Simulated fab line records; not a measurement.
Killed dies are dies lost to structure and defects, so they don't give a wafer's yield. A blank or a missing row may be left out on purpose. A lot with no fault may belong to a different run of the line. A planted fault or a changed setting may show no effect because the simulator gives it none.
fab line records	flow rit-cmos
[record] lots = 5	wafers = 23
route steps=202 shown NSD@132 SDANNEAL@156 PSD@157 SILICIDE@162 M1@196
start-h: the number of hours between the record's first day and the start of the first shown wafer of the lot	wait-h: time in hours since the lot's previous step	" as in the row above	L1.1+2: a row that stands for several wafers	- value missing, or start not given	* or withheld: withheld	< > ~ a bound
route shown NAME@n: NAME is a module with steps in the file, n the number in the route of the first one	usual: mean/standard deviation of fault-free wafers	same: alike in all rows	chamber/n: place in a boat	sites: the reading at each site	_std_site: the values' standard deviation	_edge_site: inner sites' mean taken away from outer sites' mean	radius-mm: for every site, how far away it sits from the centre of the wafer	mask NAME#n: copy n	behind: the last tool/chamber to shape the wafer	hold: the reason the lot was held/the length of the hold in hours/how it ended	device: which transistor (n, p or np) failed to switch	end of line: the same wafers' tests at the end of the route	a step with no rows: only its recipe	killed: not the wafer's yield, but the dies lost to structure and defects at the first sort	map: the dies of a wafer, with x for killed, . for not killed, _ for no die there
set.NAME: the setting that was run; set.NAME@STEP: the one run at that earlier step	model.NAME: the simulator's own value behind a step, which no gauge read
lots with deliberately changed settings; one table per step, one row per wafer
[[steps]]
[step RIT_NSD_COAT_01]
[recipe] resist = NOVOLAK	spin-rpm = 3250	resist-thk-nm = 1000
lot.wafer	tool	chamber	start-h	wait-h	set.spin-rpm	model.NOVOLAK_of_NSD_COAT_01.thk-nm
L076.1+3	litho-track-03	0	57.63	0.1	3250	1002
L076.4+5	"	0	"	"	3123	1022
L076.6	"	0	"	"	3123	1020
L078.1	litho-track-02	0	67.49	0.1	3373	983.2
L078.2+5	"	0	"	"	3250	1004
L078.3	"	0	"	"	3373	986.2
L078.6	"	0	"	"	3373	982.1
L079.1	litho-track-02	0	73.36	0.1	3250	1001
L079.2+3	"	0	"	"	3250	1004
L079.4	"	0	"	"	3250	999.6
L079.5	"	0	"	"	3250	1003
L082.3	litho-track-03	0	88.71	0.1	3250	1003
L082.5	"	0	"	"	3250	1001
L082.6	"	0	"	"	3250	1004
L084.2	litho-track-03	0	101.48	0.1	3250	1004
L084.3	"	0	"	"	3421	978.3
L084.4	"	0	"	"	3421	983.3
L084.5	"	0	"	"	3250	1003
L084.6	"	0	"	"	3421	980.8
[step RIT_NSD_SOFTBAKE_02]
[recipe] resist = NOVOLAK	temp-c = 90	time-s = 60
[step RIT_NSD_EXPOSE_03]
[recipe] mask-id = M9	na = 0.57	target-cd-nm = 40700	dose-mj = 250
[step RIT_NSD_DEVELOP_05]
[recipe] resist = NOVOLAK	develop-time-s = 50	dev-temp-c = 23
[step RIT_NSD_HARDBAKE_07]
[recipe] resist = NOVOLAK	temp-c = 140	time-s = 60
lot.wafer	tool	chamber	start-h	wait-h	set.spin-rpm@NSD_COAT_01	model.NOVOLAK_of_NSD_COAT_01.thk-nm
L076.1	litho-track-01	0	58.55	0.0	3250	885.3
L076.3	"	0	"	"	3250	885.8
L076.4	"	0	"	"	3123	902.7
L076.5	"	0	"	"	3123	902.8
L076.6	"	0	"	"	3123	901.2
L078.1	litho-track-01	0	68.35	0.0	3373	869.1
L078.2	"	0	"	"	3250	886.9
L078.3	"	0	"	"	3373	871.6
L078.5	"	0	"	"	3250	887.2
L078.6	"	0	"	"	3373	868.1
L079.1	litho-track-02	0	74.23	0.0	3250	884.3
L079.2	"	0	"	"	3250	887.3
L079.3	"	0	"	"	3250	887.5
L079.4	"	0	"	"	3250	883.5
L079.5	"	0	"	"	3250	886.3
L082.3	litho-track-02	0	89.57	0.1	3250	886.4
L082.5	"	0	"	"	3250	884.3
L082.6	"	0	"	"	3250	886.9
L084.2	litho-track-01	0	102.38	0.0	3250	887.2
L084.3	"	0	"	"	3421	864.7
L084.4	"	0	"	"	3421	869.2
L084.5	"	0	"	"	3250	886.3
L084.6	"	0	"	"	3421	866.9
[step RIT_NSD_IMPLANT_08]
[recipe] species = P	energy-kev = 25	dose-cm2 = 1e+15	tilt-deg = 7
lot.wafer	tool	chamber	start-h	wait-h	set.dose-cm2
L076.1+3+4	implanter-01	0	58.70	0.1	9.692e+14
L076.5+6	"	0	"	"	1e+15
L078.1+5	implanter-02	0	68.50	0.1	9.443e+14
L078.2+3+6	"	0	"	"	1e+15
L079.1+2+4	implanter-03	0	74.38	0.1	1e+15
L079.3+5	"	0	"	"	1.048e+15
L082.3+5+6	implanter-01	0	89.72	0.1	1e+15
L084.2+4+5	implanter-01	0	102.53	0.1	9.432e+14
L084.3+6	"	0	"	"	1e+15
[step RIT_SDANNEAL_RTA_03]
[recipe] temp-c = 1050	time-s = 5	idle-temp-c = 600	ramp-up-c-per-s = 342	ramp-down-c-per-s = 171	cool-to-c = 600	ambient = N2
lot.wafer	tool	chamber	start-h	wait-h	set.time-s
L076.1+3+4+5+6	rtp-anneal-01	0	61.01	0.0	5
L078.1+3+5	rtp-anneal-01	0	70.67	0.0	4.372
L078.2+6	"	0	"	"	5
L079.1+2+3	rtp-anneal-02	0	76.68	0.0	4.602
L079.4+5	"	0	"	"	5
L082.3+5+6	rtp-anneal-01	0	92.08	0.0	5
L084.2+3+4+5+6	rtp-anneal-01	0	104.69	0.0	5
[step RIT_SDANNEAL_RS_MEAS_04]
[recipe] thk-meas-gauge = four-point-probe
[usual] PSD_RS = 115.87/0.25
lot.wafer	tool	chamber	start-h	wait-h	set.time-s@SDANNEAL_RTA_03	PSD_RS[ohm/sq]
L076.1	film-metro-04	-	61.07	0.0	5	116.12
L076.3	"	-	"	"	5	116.14
L076.4	"	-	"	"	5	116.03
L076.5	"	-	"	"	5	116.04
L076.6	"	-	"	"	5	116.14
L078.1	film-metro-02	-	70.73	0.0	4.372	117.27
L078.2	"	-	"	"	5	115.62
L078.3	"	-	"	"	4.372	117.62
L078.5	"	-	"	"	4.372	117.34
L078.6	"	-	"	"	5	115.43
L079.1	film-metro-02	-	76.74	0.0	4.602	116.82
L079.2	"	-	"	"	4.602	116.58
L079.3	"	-	"	"	4.602	116.80
L079.4	"	-	"	"	5	115.94
L079.5	"	-	"	"	5	115.84
L082.3	film-metro-01	-	92.16	0.1	5	115.84
L082.5	"	-	"	"	5	115.99
L082.6	"	-	"	"	5	115.66
L084.2	film-metro-04	-	104.76	0.1	5	116.21
L084.3	"	-	"	"	5	115.64
L084.4	"	-	"	"	5	115.87
L084.5	"	-	"	"	5	115.48
L084.6	"	-	"	"	5	115.57
[step RIT_SDANNEAL_RS_MEAS_05]
[recipe] thk-meas-gauge = four-point-probe
[usual] NSD_RS = 84.49/0.27
lot.wafer	tool	chamber	start-h	wait-h	set.dose-cm2@NSD_IMPLANT_08	NSD_RS[ohm/sq]
L076.1	film-metro-04	-	61.19	0.1	9.692e+14	86.44
L076.3	"	-	"	"	9.692e+14	86.58
L076.4	"	-	"	"	9.692e+14	86.47
L076.5	"	-	"	"	1e+15	84.21
L076.6	"	-	"	"	1e+15	84.46
L078.1	film-metro-02	-	70.85	0.1	9.443e+14	88.36
L078.2	"	-	"	"	1e+15	84.11
L078.3	"	-	"	"	1e+15	84.44
L078.5	"	-	"	"	9.443e+14	88.60
L078.6	"	-	"	"	1e+15	84.48
L079.1	film-metro-02	-	76.86	0.1	1e+15	85.08
L079.2	"	-	"	"	1e+15	84.91
L079.3	"	-	"	"	1.048e+15	81.43
L079.4	"	-	"	"	1e+15	84.86
L079.5	"	-	"	"	1.048e+15	81.72
L082.3	film-metro-01	-	92.28	0.1	1e+15	84.03
L082.5	"	-	"	"	1e+15	84.01
L082.6	"	-	"	"	1e+15	83.82
L084.2	film-metro-04	-	104.88	0.1	9.432e+14	88.58
L084.3	"	-	"	"	1e+15	84.71
L084.4	"	-	"	"	9.432e+14	88.68
L084.5	"	-	"	"	9.432e+14	88.38
L084.6	"	-	"	"	1e+15	84.38
[step RIT_SILICIDE_SPUTTER_01]
[recipe] material = Ti	target-thk-nm = 30	power-w = 350	chamber-pressure-pa = 0.667	gas = Ar	time-s = 240	substrate-temp-c = 25
lot.wafer	tool	chamber	start-h	wait-h	set.power-w	model.Ti_of_SILICIDE_SPUTTER_01.thk-nm
L076.1	pvd-sputter-02	-	61.56	0.0	350	30.26
L076.3	"	-	"	"	350	29.78
L076.4	"	-	"	"	350	30.15
L076.5	"	-	"	"	350	29.73
L076.6	"	-	"	"	350	30.06
L078.1	pvd-sputter-01	-	71.22	0.0	388.9	33.61
L078.2	"	-	"	"	388.9	33.48
L078.3	"	-	"	"	350	30.11
L078.5	"	-	"	"	350	30.15
L078.6	"	-	"	"	388.9	33.58
L079.1	pvd-sputter-04	-	77.23	0.0	350	29.73
L079.2	"	-	"	"	350	29.79
L079.3	"	-	"	"	313.8	26.84
L079.4	"	-	"	"	313.8	26.94
L079.5	"	-	"	"	350	29.68
L082.3	pvd-sputter-02	-	92.61	0.0	350	30.35
L082.5	"	-	"	"	350	29.7
L082.6	"	-	"	"	350	30.02
L084.2	pvd-sputter-02	-	105.23	0.0	318	27.73
L084.3	"	-	"	"	318	26.87
L084.4	"	-	"	"	318	27.97
L084.5	"	-	"	"	350	30.46
L084.6	"	-	"	"	350	29.98
[step RIT_SILICIDE_RS_MEAS_02]
[recipe] thk-meas-gauge = four-point-probe	reads = Ti_of_SILICIDE_SPUTTER_01
[usual] SILICIDE_TI_RS = 47.8/0.52
lot.wafer	tool	chamber	start-h	wait-h	set.power-w@SILICIDE_SPUTTER_01	SILICIDE_TI_RS[ohm/sq]
L076.1	film-metro-02	-	61.71	0.1	350	47.3
L076.3	"	-	"	"	350	48.3
L076.4	"	-	"	"	350	47.5
L076.5	"	-	"	"	350	48.5
L076.6	"	-	"	"	350	47.8
L078.1	film-metro-04	-	71.37	0.1	388.9	41.6
L078.2	"	-	"	"	388.9	41.8
L078.3	"	-	"	"	350	47.8
L078.5	"	-	"	"	350	47.6
L078.6	"	-	"	"	388.9	41.7
L079.1	film-metro-03	-	77.38	0.1	350	48.2
L079.2	"	-	"	"	350	48.2
L079.3	"	-	"	"	313.8	55.0
L079.4	"	-	"	"	313.8	54.6
L079.5	"	-	"	"	350	48.4
L082.3	film-metro-04	-	92.80	0.1	350	47.3
L082.5	"	-	"	"	350	48.5
L082.6	"	-	"	"	350	48.0
L084.2	film-metro-03	-	105.40	0.1	318	52.7
L084.3	"	-	"	"	318	54.9
L084.4	"	-	"	"	318	52.2
L084.5	"	-	"	"	350	46.9
L084.6	"	-	"	"	350	47.8
[step RIT_SILICIDE_THK_MEAS_03]
[recipe] thk-meas-gauge = xrf	reads = Ti_of_SILICIDE_SPUTTER_01
[usual] SILICIDE_TI_THK = 30.0/0.3
lot.wafer	tool	chamber	start-h	wait-h	set.power-w@SILICIDE_SPUTTER_01	SILICIDE_TI_THK[nm]
L076.1	film-metro-02	-	61.83	0.1	350	30.4
L076.3	"	-	"	"	350	29.9
L076.4	"	-	"	"	350	30.1
L076.5	"	-	"	"	350	29.6
L076.6	"	-	"	"	350	29.9
L078.1	film-metro-04	-	71.49	0.1	388.9	33.4
L078.2	"	-	"	"	388.9	33.2
L078.3	"	-	"	"	350	29.9
L078.5	"	-	"	"	350	30.1
L078.6	"	-	"	"	388.9	33.4
L079.1	film-metro-03	-	77.50	0.1	350	29.9
L079.2	"	-	"	"	350	29.8
L079.3	"	-	"	"	313.8	26.9
L079.4	"	-	"	"	313.8	26.9
L079.5	"	-	"	"	350	29.7
L082.3	film-metro-04	-	92.90	0.1	350	30.2
L082.5	"	-	"	"	350	29.6
L082.6	"	-	"	"	350	30.0
L084.2	film-metro-03	-	105.51	0.1	318	27.7
L084.3	"	-	"	"	318	27.0
L084.4	"	-	"	"	318	28.0
L084.5	"	-	"	"	350	30.4
L084.6	"	-	"	"	350	29.8
[step RIT_M1_METAL_ETCH_12]
[recipe] stop-on = SiO2	chemistry = Cl2/BCl3	target = Al	time-s = 165	over-etch-frac = 0.5	pressure-mtorr = 100	target-depth-a = 6000	rf-w = 250	Cl2_flow_sccm = 60	bcl3-flow-sccm = 50
[usual] oes-product-au = 0.773/0.012
lot.wafer	tool	chamber	start-h	wait-h	set.over-etch-frac	oes-product-au	model.NOVOLAK_of_M1_COAT_04.thk-nm
L076.1	rie-metal-03	1	67.53	0.2	0.3891	0.799	821.7
L076.3	"	0	"	"	0.5	0.781	799.7
L076.4	"	1	"	"	0.3891	0.794	823.1
L076.5	"	0	"	"	0.3891	0.813	824.7
L076.6	"	1	"	"	0.5	0.758	795.4
L078.1	rie-metal-01	1	76.06	0.2	0.6063	0.731	783.3
L078.2	"	0	"	"	0.5	0.786	824.5
L078.3	"	1	"	"	0.5	0.764	807.5
L078.5	"	1	"	"	0.6063	0.738	783.3
L078.6	"	0	"	"	0.5	0.782	822.3
L079.1	rie-metal-03	0	81.93	0.2	0.6441	0.740	776.2
L079.2	"	1	"	"	0.5	0.761	800.8
L079.3	"	1	"	"	0.6441	0.732	767.2
L079.4	"	0	"	"	0.5	0.780	808
L079.5	"	1	"	"	0.6441	0.724	769.7
L082.3	rie-metal-03	0	97.66	0.2	0.5	0.771	809.4
L082.5	"	0	"	"	0.5	0.766	811.1
L082.6	"	1	"	"	0.5	0.754	806.7
L084.2	rie-metal-01	0	110.03	0.2	0.5	0.790	821.4
L084.3	"	0	"	"	0.5961	0.764	803.1
L084.4	"	0	"	"	0.5	0.801	826.5
L084.5	"	0	"	"	0.5961	0.766	801.5
L084.6	"	0	"	"	0.5	0.795	821.7
[step RIT_M1_STRIP_13]
[recipe] chemistry = nmp	resist = NOVOLAK	temp-c = 80	time-s = 600	dry = n2-spin
[step RIT_M1_STRIP_14]
[recipe] chemistry = O2	time-s = 180	platen-temp-c = withheld	power-w = 500	pressure-mtorr = 4000	o2-flow-sccm = 4000
[step RIT_M1_ANNEAL_15]
[recipe] temp-c = 450	time-s = 1800	ambient = forming_gas_H2N2
[step RIT_M1_PROBE_99]
lot.wafer	tool	chamber	start-h	wait-h	set.dose-mj@GATE_EXPOSE_13	model.etest.pmos-turned.r-on-ohm-um	model.etest.pmos_0p15.r-on-ohm-um	model.etest.nmos_0p15.r-on-ohm-um
L076.1	prober-02	-	69.78	0.1	404.7	2587	1968	893.7
L076.3	prober-02	-	69.88	0.2	404.7	3117	2426	1029
L076.4	prober-02	-	69.93	0.2	380	3315	2692	1134
L076.5	prober-02	-	69.98	0.2	380	3379	2745	1133
L076.6	prober-02	-	70.03	0.2	404.7	3017	2390	1022
L078.1	prober-02	-	78.31	0.1	380	3511	2742	1156
L078.2	prober-02	-	78.36	0.1	366.2	3942	3166	1290
L078.3	prober-02	-	78.41	0.2	366.2	4336	3513	1356
L078.5	prober-02	-	78.51	0.2	366.2	4066	3320	1335
L078.6	prober-02	-	78.56	0.2	380	3412	2649	1152
L079.1	prober-01	-	84.18	0.1	356.8	4348	3664	1426
L079.2	prober-01	-	84.23	0.1	380	3752	2993	1187
L079.3	prober-01	-	84.28	0.2	356.8	4287	3601	1393
L079.4	prober-01	-	84.33	0.2	356.8	4265	3569	1370
L079.5	prober-01	-	84.38	0.2	380	3631	2851	1125
L082.3	prober-02	-	99.99	0.2	380	3624	2920	1200
L082.5	prober-02	-	100.09	0.2	380	3607	2881	1177
L082.6	prober-02	-	100.14	0.2	380	3736	3008	1232
L084.3	prober-02	-	112.60	0.2	380	3301	2677	1060
L084.4	prober-02	-	112.65	0.2	367.8	3763	3141	1223
L084.5	prober-02	-	112.70	0.2	380	3312	2658	1090
// killed by level:class
L082.3 GATE:geometric-particle:open=3 FOX2:geometric-particle:open=2 GATE:geometric-particle:short=1 REOX:geometric-particle:short=1
L082.5 FOX1:geometric-particle:open=1 GATE:geometric-particle:short=1
L082.6 GATE:geometric-particle:short=3 REOX:geometric-particle:open=2 FOX2:geometric-particle:short=1 GATE:geometric-particle:open=1
[[key]]
[split] step = RIT_NSD_COAT_01	setting = spin-rpm	stated = 3250	by = wafer
[response] step = RIT_NSD_COAT_01	reading = model.NOVOLAK_of_NSD_COAT_01.thk-nm	change = -4.7	per = 1%	r = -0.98
[response] step = RIT_NSD_HARDBAKE_07	reading = model.NOVOLAK_of_NSD_COAT_01.thk-nm	change = -4.11	per = 1%	r = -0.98
[split] step = RIT_NSD_IMPLANT_08	setting = dose-cm2	stated = 1e+15	by = wafer
[response] step = RIT_SDANNEAL_RS_MEAS_05	reading = NSD_RS	change = -0.716	per = 1%	r = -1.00
[split] step = RIT_SDANNEAL_RTA_03	setting = time-s	stated = 5	by = wafer
[response] step = RIT_SDANNEAL_RS_MEAS_04	reading = PSD_RS	change = -0.138	per = 1%	r = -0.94
[split] step = RIT_SILICIDE_SPUTTER_01	setting = power-w	stated = 350	by = wafer
[response] step = RIT_SILICIDE_SPUTTER_01	reading = model.Ti_of_SILICIDE_SPUTTER_01.thk-nm	change = +0.293	per = 1%	r = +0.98
[response] step = RIT_SILICIDE_RS_MEAS_02	reading = SILICIDE_TI_RS	change = -0.598	per = 1%	r = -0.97
[response] step = RIT_SILICIDE_THK_MEAS_03	reading = SILICIDE_TI_THK	change = +0.286	per = 1%	r = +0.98
[split] step = RIT_M1_METAL_ETCH_12	setting = over-etch-frac	stated = 0.5	by = wafer
[response] step = RIT_M1_METAL_ETCH_12	reading = oes-product-au	change = -0.00155	per = 1%	r = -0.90
[response] step = RIT_M1_METAL_ETCH_12	reading = model.NOVOLAK_of_M1_COAT_04.thk-nm	change = -1.25	per = 1%	r = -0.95
split outside-this-file step=RIT_GATE_EXPOSE_13 setting=dose-mj
// split outside-this-file: this setting was split too, and the file shows its column; the key of that split is in another file
